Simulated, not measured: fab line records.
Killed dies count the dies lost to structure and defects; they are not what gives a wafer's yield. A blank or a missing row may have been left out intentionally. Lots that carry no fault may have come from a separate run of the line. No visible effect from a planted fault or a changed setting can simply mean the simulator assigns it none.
fab line records	flow berkeleyCmos170
record: lots: 5	wafers: 23
route steps=331 shown BACKSIDE@200 SDANNEAL@204 NLDD@209 CONTACT@217 M1@250 M2@289 V2@301 M3@314
startH: start of the lot's first displayed wafer, in hours after the record's first day	waitH: hours from the lot's prior step to this one	" the same as in the row above	L1.1+2: one row covering several wafers at once	- no value present, or no start provided	* or withheld: withheld	< > ~ a bound
route shown NAME@n: NAME is a module with steps in the file, n the number in the route of the first one	usual: mean/standard deviation of fault-free wafers	same: alike in all rows	chamber/n: place in a boat	sites: readings site by site	_std_site: the standard deviation of these	_edge_site: the outer-site mean with the inner-site mean subtracted	radiusMm: how far each site lies from the wafer's centre	mask NAME#n: copy n	behind: tool/chamber where the wafer was last shaped	hold: what put the lot on hold/how long, in hours/how the hold closed	device: which transistor (n, p or np) failed to switch	end of line: the tests these same wafers got at the end of their route	for a step that has no rows: nothing shown but its recipe	killed: count of dies lost to structure and defects at first sort (not the wafer's yield)	map: dies across one wafer; x = killed, . = not, _ = none there
set.NAME: the setting that was run; set.NAME@STEP: the one run at that earlier step	model.NAME: the simulator's own value behind a step, which no gauge read
lots with deliberately changed settings; one table per step, one row per wafer
== steps ==
step: UCB170_BACKSIDE_COAT_01
recipe: resist: KrF	spinRpm: 1500	resistThkNm: 900
lot.wafer	tool	chamber	startH	waitH	set.resistThkNm	model.KrF_of_BACKSIDE_COAT_01.thkNm
L076.1	lithoTrack-04	0	148.29	0.1	921.5	922.9
L076.2	"	0	"	"	900	901.8
L076.3	"	0	"	"	900	902.8
L076.4	"	0	"	"	921.5	921.9
L076.5	"	0	"	"	921.5	922.6
L075.1	lithoTrack-02	0	148.47	0.1	900	899.4
L075.2	"	0	"	"	855.5	853.7
L075.3	"	0	"	"	900	898.8
L075.5	"	0	"	"	900	898.9
L075.6	"	0	"	"	855.5	852.7
L077.1	lithoTrack-02	0	156.19	0.1	900	904.8
L077.2	"	0	"	"	900	904.6
L077.3	"	0	"	"	900	902.7
L082.2	lithoTrack-03	0	173.55	0.1	900	900.7
L082.3	"	0	"	"	900	900.9
L082.4	"	0	"	"	900	900.4
L082.5	"	0	"	"	900	901.9
L082.6	"	0	"	"	900	903.1
L083.1	lithoTrack-03	0	185.00	0.1	900	900.2
L083.2	"	0	"	"	900	900.8
L083.3	"	0	"	"	900	897.4
L083.4	"	0	"	"	900	900.5
L083.6	"	0	"	"	900	899
step: UCB170_BACKSIDE_SOFTBAKE_02
recipe: resist: KrF	tempC: 130	timeS: 60
step: UCB170_BACKSIDE_STRIP_03
recipe: chemistry: O2	powerW: 400	pressureMtorr: 3500	platenTempC: withheld	o2FlowSccm: 400	overashFraction: 0.5
usual: stripTimeToEndpointS: 21.98/0.051
lot.wafer	tool	chamber	startH	waitH	set.resistThkNm@BACKSIDE_COAT_01	stripTimeToEndpointS
L076.1	plasmaAsher-02	0	148.72	0.3	921.5	22.51
L076.2	"	1	"	"	900	22.01
L076.3	"	1	"	"	900	22.03
L076.4	"	0	"	"	921.5	22.49
L076.5	"	1	"	"	921.5	22.52
L075.1	plasmaAsher-02	1	148.82	0.2	900	21.96
L075.2	"	0	"	"	855.5	20.87
L075.3	"	0	"	"	900	21.93
L075.5	"	0	"	"	900	21.95
L075.6	"	1	"	"	855.5	20.84
L077.1	plasmaAsher-03	0	156.49	0.1	900	22.07
L077.2	"	1	"	"	900	22.08
L077.3	"	0	"	"	900	22.03
L082.2	plasmaAsher-04	1	173.83	0.1	900	21.98
L082.3	"	0	"	"	900	21.99
L082.4	"	1	"	"	900	21.98
L082.5	"	0	"	"	900	22.02
L082.6	"	1	"	"	900	22.08
L083.1	plasmaAsher-03	1	185.30	0.1	900	21.97
L083.2	"	0	"	"	900	21.99
L083.3	"	0	"	"	900	21.90
L083.4	"	1	"	"	900	21.99
L083.6	"	1	"	"	900	21.93
step: UCB170_BACKSIDE_CLEAN_04
recipe: chemistry: SPM	tempC: 120	timeS: 600
step: UCB170_SDANNEAL_RTA_00
recipe: tempC: 900	timeS: 10	ambient: N2
step: UCB170_SDANNEAL_RS_MEAS_05
recipe: thkMeasGauge: four-point-probe
usual: NLDD_RS: 616.0/1.2
lot.wafer	tool	chamber	startH	waitH	set.doseCm2@NLDD_IMPLANT_09	NLDD_RS[ohm/sq]
L075.1	filmMetro-02	-	149.72	0.1	5e+13	616.1
L075.2	"	-	"	"	5e+13	613.3
L075.3	"	-	"	"	5e+13	614.7
L075.5	"	-	"	"	5e+13	615.8
L075.6	"	-	"	"	5e+13	616.9
L076.1	filmMetro-03	-	149.72	0.1	4.633e+13	633.4
L076.2	"	-	"	"	4.633e+13	632.3
L076.3	"	-	"	"	5e+13	616.2
L076.4	"	-	"	"	5e+13	616.9
L076.5	"	-	"	"	5e+13	617.4
L077.1	filmMetro-02	-	157.27	0.1	5e+13	616.0
L077.2	"	-	"	"	5e+13	614.1
L077.3	"	-	"	"	5e+13	614.8
L082.2	filmMetro-04	-	174.61	0.1	5e+13	615.4
L082.3	"	-	"	"	5e+13	616.6
L082.4	"	-	"	"	5e+13	617.9
L082.5	"	-	"	"	5e+13	618.0
L082.6	"	-	"	"	5e+13	618.0
L083.1	filmMetro-03	-	186.12	0.1	5e+13	617.7
L083.2	"	-	"	"	5.154e+13	611.6
L083.3	"	-	"	"	5e+13	617.8
L083.4	"	-	"	"	5e+13	616.3
L083.6	"	-	"	"	5.154e+13	610.7
step: UCB170_CONTACT_CVD_01
recipe: material: PSG	targetThkNm: 700	tempC: 450	precursor: SiH4/O2/PH3	timeS: 2820	pressureMtorr: 300	sih4FlowSccm: 60	o2FlowSccm: 90	ph3FlowSccm: 25
lot.wafer	tool	chamber	startH	waitH	set.tempC	model.PSG_of_CONTACT_CVD_01.thkNm
L075.1	-	-	-	0.0	450	706.8
L075.2	"	-	"	"	450	713
L075.3	"	-	"	"	450	708.8
L075.5	"	-	"	"	450	709.6
L075.6	"	-	"	"	450	706.9
L076.1+4	-	-	-	0.0	441.8	651.6
L076.2	"	-	"	"	441.8	651
L076.3	"	-	"	"	441.8	655.4
L076.5	"	-	"	"	441.8	656.5
L077.1	lpcvd-01	0	157.94	0.0	450	719
L077.2	"	0	"	"	450	718.6
L077.3	"	0	"	"	450	719.9
L082.2	-	-	-	0.0	443.3	659.8
L082.3	"	-	"	"	443.3	663.6
L082.4	"	-	"	"	443.3	662.9
L082.5	"	-	"	"	443.3	655.4
L082.6	"	-	"	"	443.3	662.4
L083.1	-	-	-	1.3	443	671.1
L083.2	"	-	"	"	443	676.7
L083.3	"	-	"	"	443	673.7
L083.4	"	-	"	"	443	677.6
L083.6	"	-	"	"	443	678.4
step: UCB170_CONTACT_THK_MEAS_02
recipe: reads: PSG_of_CONTACT_CVD_01
usual: CONTACT_PSG_THK: 703/8.3
lot.wafer	tool	chamber	startH	waitH	set.tempC@CONTACT_CVD_01	CONTACT_PSG_THK[nm]
L075.1	filmMetro-02	-	-	-	450	707
L075.2	"	-	"	"	450	713
L075.3	"	-	"	"	450	708
L075.5	"	-	"	"	450	710
L075.6	"	-	"	"	450	706
L076.1	filmMetro-04	-	-	-	441.8	651
L076.2	"	-	"	"	441.8	651
L076.3	"	-	"	"	441.8	655
L076.4	"	-	"	"	441.8	652
L076.5	"	-	"	"	441.8	656
L077.1	filmMetro-04	-	159.72	0.0	450	719
L077.2	"	-	"	"	450	718
L077.3	"	-	"	"	450	720
L082.2	filmMetro-01	-	-	-	443.3	659
L082.3	"	-	"	"	443.3	663
L082.4	"	-	"	"	443.3	663
L082.5	"	-	"	"	443.3	655
L082.6	"	-	"	"	443.3	662
L083.1	filmMetro-01	-	-	-	443	671
L083.2	"	-	"	"	443	676
L083.3	"	-	"	"	443	673
L083.4	"	-	"	"	443	678
L083.6	"	-	"	"	443	679
step: UCB170_CONTACT_ETCH_17
recipe: chemistry: N2/H2	targetDepthA: withheld	overetchA: withheld	target: BARC	timeS: withheld	sourceW: 500	biasW: 100	pressureMtorr: 30	n2FlowSccm: 100	h2FlowSccm: 200
lot.wafer	tool	chamber	startH	waitH	set.sourceW
L076.1+2+3+4+5	rieDiel-01	1,0,3,2,3	154.67	0.0	500
L075.1+2+3	rieDiel-02	0,3,1	154.76	0.0	500
L075.5+6	"	3,1	"	"	475.5
L077.1+2+3	rieDiel-03	0,2,1	161.82	0.0	500
L082.2+3+4+5+6	rieDiel-01	0,1,2,0,1	179.04	0.0	500
L083.1+4	rieDiel-02	3,2	192.59	0.0	500
L083.2+3+6	"	1,0,1	"	"	516.1
step: UCB170_CONTACT_ETCH_18
recipe: chemistry: CHF3/CF4/Ar	target: PSG	stopOn: TiSi2	CHF3_flow_sccm: 45	cf4FlowSccm: 15	Ar_flow_sccm: 150	pressureMtorr: 200	rfW: 700	targetDepthA: 8400	overEtchFrac: 0.2	timeS: 195
lot.wafer	tool	chamber	startH	waitH	set.tempC@CONTACT_CVD_01	model.etch.depthNm	model.CONTACT.featureDepthNm
L076.1+4	rieDiel-01	1,2	-	-	441.8	651.6	651.6
L076.2	"	0	"	"	441.8	651	651
L076.3	"	3	"	"	441.8	655.4	655.4
L076.5	"	3	"	"	441.8	656.5	656.5
L075.1	rieDiel-02	0	-	-	450	706.8	706.8
L075.2	"	3	"	"	450	713	713
L075.3	"	1	"	"	450	708.8	708.8
L075.5	"	3	"	"	450	709.6	709.6
L075.6	"	1	"	"	450	706.9	706.9
L077.1	rieDiel-03	0	-	-	450	719	719
L077.2	"	2	"	"	450	718.6	718.6
L077.3	"	1	"	"	450	719.9	719.9
L082.2	rieDiel-01	0	-	-	443.3	659.8	659.8
L082.3	"	1	"	"	443.3	663.6	663.6
L082.4	"	2	"	"	443.3	662.9	662.9
L082.5	"	0	"	"	443.3	655.4	655.4
L082.6	"	1	"	"	443.3	662.4	662.4
L083.1	rieDiel-02	3	-	-	443	671.1	671.1
L083.2	"	1	"	"	443	676.7	676.7
L083.3	"	0	"	"	443	673.7	673.7
L083.4	"	2	"	"	443	677.6	677.6
L083.6	"	1	"	"	443	678.4	678.4
step: UCB170_M1_METAL_ETCH_12
recipe: chemistry: Cl2/BCl3	target: Al	stopOn: PSG	pressureMtorr: 12	targetDepthA: 7800	overEtchFrac: 0.3	timeS: 130	icpW: 600	biasW: 120	Cl2_flow_sccm: 90	bcl3FlowSccm: 45
lot.wafer	tool	chamber	startH	waitH	set.icpW	model.KrF_of_M1_COAT_04.thkNm
L076.1	rieMetal-04	0	157.39	-	600	437.8
L076.2	"	1	"	"	600	429.6
L076.3	"	0	"	"	600	441
L076.4	"	1	"	"	600	427.6
L076.5	"	1	"	"	600	428.5
L075.1+6	rieMetal-03	0	157.47	-	541	460.5
L075.2	"	1	"	"	600	424.1
L075.3	"	0	"	"	600	423.1
L075.5	"	1	"	"	541	457.8
L077.1	rieMetal-01	1	167.64	-	600	447
L077.2	"	0	"	"	600	443.3
L077.3	"	1	"	"	600	450.1
L082.2	rieMetal-01	1	181.23	-	624.3	429
L082.3	"	0	"	"	624.3	425.3
L082.4	"	1	"	"	600	445.9
L082.5	"	1	"	"	600	447.3
L082.6	"	0	"	"	600	438.2
L083.1	rieMetal-04	1	195.53	-	600	430.9
L083.2	"	0	"	"	618.7	420.3
L083.3	"	0	"	"	600	440.4
L083.4	"	1	"	"	600	432.8
L083.6	"	1	"	"	618.7	417.5
step: UCB170_M2_METAL_ETCH_18
recipe: chemistry: Cl2/BCl3	target: Al	stopOn: SiO2	pressureMtorr: 12	targetDepthA: 11700	overEtchFrac: 0.3	timeS: 195	icpW: 600	biasW: 120	Cl2_flow_sccm: 90	bcl3FlowSccm: 45
lot.wafer	tool	chamber	startH	waitH	set.icpW	model.KrF_of_M2_COAT_10.thkNm
L076.1	rieMetal-03	1	170.47	-	600	198.9
L076.2	"	0	"	"	580.9	228
L076.3	"	0	"	"	600	215.1
L076.4	"	1	"	"	580.9	223.8
L076.5	"	1	"	"	600	201.7
L075.1	rieMetal-02	0	170.82	-	641.2	154.9
L075.2	"	0	"	"	600	196.5
L075.3	"	0	"	"	600	195.4
L075.5	"	0	"	"	600	201.6
L075.6	"	0	"	"	641.2	153.5
L077.1	rieMetal-04	1	176.01	-	600	200.8
L077.2	"	0	"	"	600	212.3
L077.3	"	0	"	"	600	212
L082.2	rieMetal-04	1	192.35	-	600	191
L082.3	"	0	"	"	544.3	268
L082.4	"	1	"	"	544.3	251.8
L082.5	"	1	"	"	600	198
L082.6	"	0	"	"	544.3	268.6
L083.1	rieMetal-02	0	204.55	-	600	202.3
L083.2	"	1	"	"	600	205.8
L083.3	"	0	"	"	600	199.9
L083.4	"	1	"	"	600	209.3
L083.6	"	1	"	"	600	214
step: UCB170_M2_STRIP_19
recipe: chemistry: O2	powerW: 400	pressureMtorr: 3500	platenTempC: withheld	o2FlowSccm: 400	overashFraction: 0.5
usual: oesProductAu: 0.534/0.0094
lot.wafer	tool	chamber	startH	waitH	set.icpW@M2_METAL_ETCH_18	oesProductAu
L076.1	plasmaAsher-02	1	170.66	0.1	600	0.527
L076.2	"	0	"	"	580.9	0.563
L076.3	"	0	"	"	600	0.551
L076.4	"	1	"	"	580.9	0.563
L076.5	"	1	"	"	600	0.531
L075.1	plasmaAsher-04	0	171.20	0.3	641.2	0.481
L075.2	"	1	"	"	600	0.536
L075.3	"	1	"	"	600	0.520
L075.5	"	0	"	"	600	0.526
L075.6	"	1	"	"	641.2	0.479
L077.1	plasmaAsher-04	0	176.19	0.1	600	0.534
L077.2	"	1	"	"	600	0.551
L077.3	"	1	"	"	600	0.539
L082.2	plasmaAsher-04	1	192.54	0.1	600	0.519
L082.3	"	1	"	"	544.3	0.605
L082.4	"	0	"	"	544.3	0.589
L082.5	"	0	"	"	600	0.520
L082.6	"	1	"	"	544.3	0.599
L083.1	plasmaAsher-03	1	204.74	0.1	600	0.539
L083.2	"	0	"	"	600	0.542
L083.3	"	0	"	"	600	0.532
L083.4	"	1	"	"	600	0.541
L083.6	"	0	"	"	600	0.558
step: UCB170_V2_EXPOSE_09
recipe: maskId: VIA2	targetCdNm: 700	na: 0.5	sigmaOuter: 0.6	sourceShape: conventional	doseMj: 37
lot.wafer	tool	chamber	startH	waitH	mask	set.doseMj
L076.1+4	krfScanner-01	0	172.20	0.1	VIA2#0	39.2
L076.2+3+5	"	0	"	"	VIA2#0	37
L075.1+2+6	krfScanner-02	0	172.86	0.2	VIA2#0	37
L075.3+5	"	0	"	"	VIA2#0	35.56
L077.1+2+3	krfScanner-01	0	178.04	0.2	VIA2#0	37
L082.2+3+5	krfScanner-02	0	194.80	0.1	VIA2#0	38.57
L082.4+6	"	0	"	"	VIA2#0	37
L083.1+2+3	krfScanner-01	0	206.45	0.2	VIA2#0	37
L083.4+6	"	0	"	"	VIA2#0	34.3
step: UCB170_V2_PEB_10
recipe: pebTempC: 130	pebTimeS: withheld	resist: KrF
step: UCB170_V2_DEVELOP_11
recipe: developer: TMAH	developTimeS: 45	resist: KrF	devTempC: 21
step: UCB170_V2_CD_MEAS_12
recipe: targetCdNm: 700
usual: cdNm: 698.8/1.3
lot.wafer	tool	chamber	startH	waitH	set.doseMj@V2_EXPOSE_09	cdNm
L076.1	cdSem-01	-	172.82	-	39.2	708.7
L076.2	"	-	"	"	37	699.9
L076.3	"	-	"	"	37	700.3
L076.4	"	-	"	"	39.2	709.8
L076.5	"	-	"	"	37	700.8
L075.1	cdSem-02	-	173.37	-	37	701.5
L075.2	"	-	"	"	37	700.6
L075.3	"	-	"	"	35.56	693.9
L075.5	"	-	"	"	35.56	694.0
L075.6	"	-	"	"	37	700.5
L077.1	cdSem-02	-	178.56	-	37	697.3
L077.2	"	-	"	"	37	696.2
L077.3	"	-	"	"	37	698.0
L082.2	cdSem-02	-	195.23	-	38.57	706.3
L082.3	"	-	"	"	38.57	705.1
L082.4	"	-	"	"	37	697.8
L082.5	"	-	"	"	38.57	706.4
L082.6	"	-	"	"	37	697.8
L083.1	cdSem-02	-	207.23	-	37	699.5
L083.2	"	-	"	"	37	698.2
L083.3	"	-	"	"	37	698.8
L083.4	"	-	"	"	34.3	684.4
L083.6	"	-	"	"	34.3	685.2
step: UCB170_V2_ETCH_14
recipe: chemistry: CHF3/CF4/Ar	target: SiO2	stopOn: Al	CHF3_flow_sccm: 45	cf4FlowSccm: 15	Ar_flow_sccm: 150	pressureMtorr: 200	rfW: 700	targetDepthA: 12500	overEtchFrac: 0.25	timeS: 291
lot.wafer	tool	chamber	startH	waitH	set.doseMj@V2_EXPOSE_09	model.V2.cdNm
L076.1	rieDiel-01	2	172.98	0.0	39.2	708.8
L076.2	"	1	"	"	37	699.7
L076.3	"	3	"	"	37	699
L076.4	"	0	"	"	39.2	709.4
L076.5	"	0	"	"	37	700
L075.1	rieDiel-01	2	173.53	0.0	37	701.5
L075.2	"	3	"	"	37	700.3
L075.3	"	1	"	"	35.56	693.9
L075.5	"	2	"	"	35.56	694.6
L075.6	"	1	"	"	37	701.3
L077.1	rieDiel-02	0	178.72	0.0	37	696.9
L077.2	"	2	"	"	37	696.3
L077.3	"	1	"	"	37	697.8
L082.2	rieDiel-02	3	195.37	0.0	38.57	706.5
L082.3	"	0	"	"	38.57	705.8
L082.4	"	2	"	"	37	698
L082.5	"	1	"	"	38.57	705.5
L082.6	"	2	"	"	37	697.4
L083.1	rieDiel-01	0	207.39	0.0	37	699.3
L083.2	"	2	"	"	37	698.3
L083.3	"	1	"	"	37	698.7
L083.4	"	3	"	"	34.3	683.9
L083.6	"	3	"	"	34.3	684.4
step: UCB170_V2_STRIP_15
recipe: chemistry: O2	powerW: 400	pressureMtorr: 3500	platenTempC: withheld	o2FlowSccm: 400	overashFraction: 0.5
step: UCB170_V2_CD_MEAS_90
recipe: targetCdNm: 700
usual: cdNm: 698.8/1.3
lot.wafer	tool	chamber	startH	waitH	set.doseMj@V2_EXPOSE_09	cdNm
L076.1	cdSem-02	-	173.25	0.1	39.2	708.7
L076.2	"	-	"	"	37	699.5
L076.3	"	-	"	"	37	699.2
L076.4	"	-	"	"	39.2	709.3
L076.5	"	-	"	"	37	700.2
L075.1	cdSem-02	-	173.81	0.1	37	701.4
L075.2	"	-	"	"	37	700.8
L075.3	"	-	"	"	35.56	693.9
L075.5	"	-	"	"	35.56	694.5
L075.6	"	-	"	"	37	701.1
L077.1	cdSem-02	-	179.00	0.1	37	696.8
L077.2	"	-	"	"	37	696.5
L077.3	"	-	"	"	37	697.9
L082.2	cdSem-01	-	195.67	0.1	38.57	706.3
L082.3	"	-	"	"	38.57	705.9
L082.4	"	-	"	"	37	698.4
L082.5	"	-	"	"	38.57	705.4
L082.6	"	-	"	"	37	697.4
L083.1	cdSem-02	-	207.66	0.1	37	699.2
L083.2	"	-	"	"	37	698.2
L083.3	"	-	"	"	37	698.8
L083.4	"	-	"	"	34.3	683.8
L083.6	"	-	"	"	34.3	684.7
step: UCB170_M3_COAT_05
recipe: resist: KrF	spinRpm: 1500	resistThkNm: 900
lot.wafer	tool	chamber	startH	waitH	set.resistThkNm	model.KrF_of_M3_COAT_05.thkNm
L076.1	lithoTrack-01	0	173.85	0.1	948.5	950.5
L076.2	"	0	"	"	900	896.9
L076.3	"	0	"	"	948.5	945.4
L076.4	"	0	"	"	948.5	945.8
L076.5	"	0	"	"	900	900.1
L075.1	lithoTrack-01	0	174.41	0.1	900	900.2
L075.2	"	0	"	"	932.9	929.8
L075.3	"	0	"	"	932.9	933.6
L075.5	"	0	"	"	900	895.2
L075.6	"	0	"	"	900	897.5
L077.1	lithoTrack-04	0	179.60	0.1	900	900.4
L077.2	"	0	"	"	900	901
L077.3	"	0	"	"	900	903.9
L082.2	lithoTrack-04	0	196.27	0.1	847.9	850.8
L082.3	"	0	"	"	900	900.1
L082.4	"	0	"	"	847.9	847.9
L082.5	"	0	"	"	900	898.9
L082.6	"	0	"	"	900	899.5
L083.1	lithoTrack-04	0	208.26	0.1	864.8	868.3
L083.2	"	0	"	"	900	906.6
L083.3	"	0	"	"	900	903.6
L083.4	"	0	"	"	900	902.3
L083.6	"	0	"	"	864.8	868.4
step: UCB170_M3_SOFTBAKE_06
recipe: resist: KrF	tempC: 130	timeS: 60
step: UCB170_M3_STRIP_07
recipe: chemistry: O2	powerW: 400	pressureMtorr: 3500	platenTempC: withheld	o2FlowSccm: 400	overashFraction: 0.5
usual: stripTimeToEndpointS: 21.95/0.066
lot.wafer	tool	chamber	startH	waitH	set.resistThkNm@M3_COAT_05	stripTimeToEndpointS
L076.1	plasmaAsher-03	0	174.15	0.1	948.5	23.19
L076.2	"	1	"	"	900	21.90
L076.3	"	1	"	"	948.5	23.04
L076.4	"	0	"	"	948.5	23.06
L076.5	"	0	"	"	900	21.97
L075.1	plasmaAsher-01	1	174.71	0.1	900	21.96
L075.2	"	0	"	"	932.9	22.68
L075.3	"	0	"	"	932.9	22.76
L075.5	"	1	"	"	900	21.84
L075.6	"	0	"	"	900	21.90
L077.1	plasmaAsher-02	0	179.90	0.1	900	21.97
L077.2	"	1	"	"	900	21.99
L077.3	"	0	"	"	900	22.07
L082.2	plasmaAsher-01	1	196.55	0.1	847.9	20.79
L082.3	"	1	"	"	900	21.96
L082.4	"	0	"	"	847.9	20.72
L082.5	"	0	"	"	900	21.96
L082.6	"	1	"	"	900	21.95
L083.1	plasmaAsher-01	1	208.56	0.1	864.8	21.21
L083.2	"	0	"	"	900	22.13
L083.3	"	1	"	"	900	22.06
L083.4	"	0	"	"	900	22.02
L083.6	"	1	"	"	864.8	21.22
== key ==
split: step: UCB170_BACKSIDE_COAT_01	setting: resistThkNm	stated: 900	by: wafer
response: step: UCB170_BACKSIDE_COAT_01	reading: model.KrF_of_BACKSIDE_COAT_01.thkNm	change: +9.12	per: 1%	r: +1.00
response: step: UCB170_BACKSIDE_STRIP_03	reading: stripTimeToEndpointS	change: *	per: 1%	r: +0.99
split: step: UCB170_CONTACT_CVD_01	setting: tempC	stated: 450	by: lot
response: step: UCB170_CONTACT_CVD_01	reading: model.PSG_of_CONTACT_CVD_01.thkNm	change: +30.8	per: 1%	r: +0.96
response: step: UCB170_CONTACT_THK_MEAS_02	reading: CONTACT_PSG_THK	change: +30.7	per: 1%	r: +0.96
response: step: UCB170_CONTACT_ETCH_18	reading: model.etch.depthNm	change: +30.8	per: 1%	r: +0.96
response: step: UCB170_CONTACT_ETCH_18	reading: model.CONTACT.featureDepthNm	change: +30.8	per: 1%	r: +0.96
split: step: UCB170_CONTACT_ETCH_17	setting: sourceW	stated: 500	by: wafer
response none clear
split: step: UCB170_M1_METAL_ETCH_12	setting: icpW	stated: 600	by: wafer
response: step: UCB170_M1_METAL_ETCH_12	reading: model.KrF_of_M1_COAT_04.thkNm	change: -3.83	per: 1%	r: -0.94
split: step: UCB170_M2_METAL_ETCH_18	setting: icpW	stated: 600	by: wafer
response: step: UCB170_M2_METAL_ETCH_18	reading: model.KrF_of_M2_COAT_10.thkNm	change: -6.97	per: 1%	r: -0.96
response: step: UCB170_M2_STRIP_19	reading: oesProductAu	change: -0.00791	per: 1%	r: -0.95
split: step: UCB170_V2_EXPOSE_09	setting: doseMj	stated: 37	by: wafer
response: step: UCB170_V2_CD_MEAS_12	reading: cdNm	change: +1.78	per: 1%	r: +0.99
response: step: UCB170_V2_ETCH_14	reading: model.V2.cdNm	change: +1.85	per: 1%	r: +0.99
response: step: UCB170_V2_CD_MEAS_90	reading: cdNm	change: +1.82	per: 1%	r: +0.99
split: step: UCB170_M3_COAT_05	setting: resistThkNm	stated: 900	by: wafer
response: step: UCB170_M3_COAT_05	reading: model.KrF_of_M3_COAT_05.thkNm	change: +8.96	per: 1%	r: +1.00
response: step: UCB170_M3_STRIP_07	reading: stripTimeToEndpointS	change: *	per: 1%	r: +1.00
split outsideThisFile step=UCB170_NLDD_IMPLANT_09 setting=doseCm2
split outsideThisFile: this setting was split too, and the file shows its column; the key of that split is in another file
